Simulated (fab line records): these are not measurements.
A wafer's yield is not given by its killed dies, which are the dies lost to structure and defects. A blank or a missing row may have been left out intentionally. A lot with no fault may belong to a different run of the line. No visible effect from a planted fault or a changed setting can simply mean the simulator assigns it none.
A single fault, viewed from 2 desks / flow berkeley-cmos170 / each desk has only its own numbers; what lay behind them comes last

== AT THE TOOL OWNER'S DESK: rie-si-01 ==
The tool's own readings at UCB170_GATE_ETCH_15 (etches poly-Si in HBr/Cl2, stops on SiO2, time 56.3 s, target depth 278.2 nm): means of the sampled wafers that have a number, for each lot that ran on this tool. The brackets show how far a lot's mean lies from the usual mean; more than 4 standard deviations puts the lot out of limits, marked OUT.
Columns: A = drypump-motor-current-A at UCB170_GATE_ETCH_15, usual 5.6 A; B = he-backside-leak-sccm at UCB170_GATE_ETCH_15, usual 2.8 sccm; C = oes-product-au at UCB170_GATE_ETCH_15, usual 0.830 a.u.; D = throttle-valve-pct at UCB170_GATE_ETCH_15, usual 26.55 %
lot=L240; first seen here=day 7 00:55; A=5.0; B=2.4; C=0.813; D=26.43
lot=L247; first seen here=day 8 08:09; A=4.9; B=2.7; C=0.809; D=26.49
lot=L248; first seen here=day 8 15:02; A=5.0; B=2.6; C=0.963 (+7.8) OUT; D=26.51
lot=L250; first seen here=day 9 07:56; A=5.4; B=3.1; C=0.985 (+9.1) OUT; D=26.58
This desk finds L248, L250 out of limits, L248 being first, at day 8 15:02 (oes-product-au at UCB170_GATE_ETCH_15). Within limits: L240, L247.

== THE METROLOGY DESK ==
What the gauges read for every lot (on any tool): the sampled wafers with a number, averaged. The brackets show how far a lot's mean lies from the usual mean; more than 4 standard deviations puts the lot out of limits, marked OUT.
Columns: A = GATE_POLY_THK at UCB170_GATE_THK_MEAS_05, usual 214.8 nm; B = cd-nm at UCB170_GATE_CD_MEAS_12, usual 349.7 nm; C = GATE_OVL at UCB170_GATE_OVL_MEAS_13, usual -3 nm
lot=L240; first seen here=day 6 23:50; A=215.0; B=350.4; C=-2
lot=L247; first seen here=day 8 06:47; A=214.1; B=347.5; C=-15
lot=L248; first seen here=day 8 13:50; A=215.3; B=349.4; C=-8
lot=L250; first seen here=day 9 06:37; A=214.7; B=350.1; C=-5
lot=L253; first seen here=day 9 18:53; A=217.0; B=348.3; C=-2
lot=L257; first seen here=day 10 16:19; A=211.1; B=350.0; C=-6
This desk's verdict: no lot among the 6 shows anything out of limits.

== TAKEN TOGETHER ==
On L248, L250, at day 8 15:02, an alarm was possible from the tool owner's desk.
From the metrology desk's view, nothing was out of limits.
The metrology desk has L248, L250 on record, within its limits.
UCB170_GATE_ETCH_15 was run on rie-si-01 by each of the lots named.

== WHAT THE SIMULATOR HAD INSERTED ==
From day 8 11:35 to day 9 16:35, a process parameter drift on rie-si-01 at UCB170_GATE_ETCH_15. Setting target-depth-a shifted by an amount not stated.
Struck lots among those shown: L248, L250.
Hours from the fault's start to each desk's first reading out of limits: the tool owner's desk, 3.
